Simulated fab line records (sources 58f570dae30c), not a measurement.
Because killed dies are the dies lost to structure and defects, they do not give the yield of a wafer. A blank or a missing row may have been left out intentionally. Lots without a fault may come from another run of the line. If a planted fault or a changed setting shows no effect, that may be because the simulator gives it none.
Matching of chambers / flow berkeley-cmos170 / 4 sister chambers for UCB170_M3_ETCH_17 on rie-diel-02
The step etches BARC in N2/H2. 14 wafers are shown with their chamber, then 6 later ones without.

== WAFERS PAIRED WITH THEIR CHAMBERS ==
wafer=L587.3; chamber=1; drypump-motor-current-A (A)=5.1; throttle-valve-pct (%)=13.14; oes-product-au (a.u.)=1.009
wafer=L587.4; chamber=1; drypump-motor-current-A (A)=5.1; throttle-valve-pct (%)=13.15; oes-product-au (a.u.)=1.016
wafer=L587.5; chamber=3; drypump-motor-current-A (A)=6.3; throttle-valve-pct (%)=13.12; oes-product-au (a.u.)=0.999
wafer=L593.2; chamber=1; drypump-motor-current-A (A)=5.1; throttle-valve-pct (%)=13.14; oes-product-au (a.u.)=0.997
wafer=L593.4; chamber=0; drypump-motor-current-A (A)=4.7; throttle-valve-pct (%)=13.13; oes-product-au (a.u.)=0.980
wafer=L593.5; chamber=3; drypump-motor-current-A (A)=6.2; throttle-valve-pct (%)=13.09; oes-product-au (a.u.)=0.987
wafer=L600.2; chamber=2; drypump-motor-current-A (A)=5.2; throttle-valve-pct (%)=13.07; oes-product-au (a.u.)=0.948
wafer=L600.5; chamber=0; drypump-motor-current-A (A)=4.8; throttle-valve-pct (%)=13.14; oes-product-au (a.u.)=0.991
wafer=L602.1; chamber=3; drypump-motor-current-A (A)=6.2; throttle-valve-pct (%)=13.10; oes-product-au (a.u.)=0.987
wafer=L602.2; chamber=0; drypump-motor-current-A (A)=4.7; throttle-valve-pct (%)=13.13; oes-product-au (a.u.)=0.984
wafer=L602.3; chamber=2; drypump-motor-current-A (A)=5.2; throttle-valve-pct (%)=13.06; oes-product-au (a.u.)=0.959
wafer=L607.3; chamber=0; drypump-motor-current-A (A)=4.7; throttle-valve-pct (%)=13.12; oes-product-au (a.u.)=0.981
wafer=L607.5; chamber=2; drypump-motor-current-A (A)=5.2; throttle-valve-pct (%)=13.04; oes-product-au (a.u.)=0.964
wafer=L607.6; chamber=1; drypump-motor-current-A (A)=5.1; throttle-valve-pct (%)=13.14; oes-product-au (a.u.)=1.019

SIGNATURES (averages over the wafers above)
reading=drypump-motor-current-A; chamber 0=4.725; chamber 1=5.100; chamber 2=5.200; chamber 3=6.233; scatter within a chamber=0.0376
reading=throttle-valve-pct; chamber 0=13.1300; chamber 1=13.1425; chamber 2=13.0567; chamber 3=13.1033; scatter within a chamber=0.011
reading=oes-product-au; chamber 0=0.98400; chamber 1=1.01025; chamber 2=0.95700; chamber 3=0.99100; scatter within a chamber=0.00769
Rule: a wafer lies at a distance from a chamber equal to the root of the sum of squares, over the readings, of (its reading less the chamber's mean, divided by the reading's scatter). The wafer belongs to the nearest chamber; if the next one is less than 2 further off, it can't be placed. The scatter: the root of (the sum of the squares of (reading less its chamber's mean) over the shown wafers, divided by (wafers less chambers)).

== WAFERS WHOSE CHAMBER IS MISSING ==
wafer=L609.1; drypump-motor-current-A (A)=5.1; throttle-valve-pct (%)=13.15; oes-product-au (a.u.)=1.024
wafer=L609.3; drypump-motor-current-A (A)=5.2; throttle-valve-pct (%)=13.07; oes-product-au (a.u.)=0.957
wafer=L609.4; drypump-motor-current-A (A)=4.7; throttle-valve-pct (%)=13.14; oes-product-au (a.u.)=0.973
wafer=L608.2; drypump-motor-current-A (A)=4.7; throttle-valve-pct (%)=13.14; oes-product-au (a.u.)=0.985
wafer=L608.3; drypump-motor-current-A (A)=6.3; throttle-valve-pct (%)=13.10; oes-product-au (a.u.)=0.991
wafer=L608.4; drypump-motor-current-A (A)=5.2; throttle-valve-pct (%)=13.06; oes-product-au (a.u.)=0.962

== WHICH CHAMBER EACH ONE RAN IN ==
wafer=L609.1; from the rows above=1; in truth=1
wafer=L609.3; from the rows above=2; in truth=2
wafer=L609.4; from the rows above=0; in truth=0
wafer=L608.2; from the rows above=0; in truth=0
wafer=L608.3; from the rows above=3; in truth=3
wafer=L608.4; from the rows above=2; in truth=2
Correct placement for 6 of the 6. Can't be placed from these rows: 0. Number placed wrongly: 0.
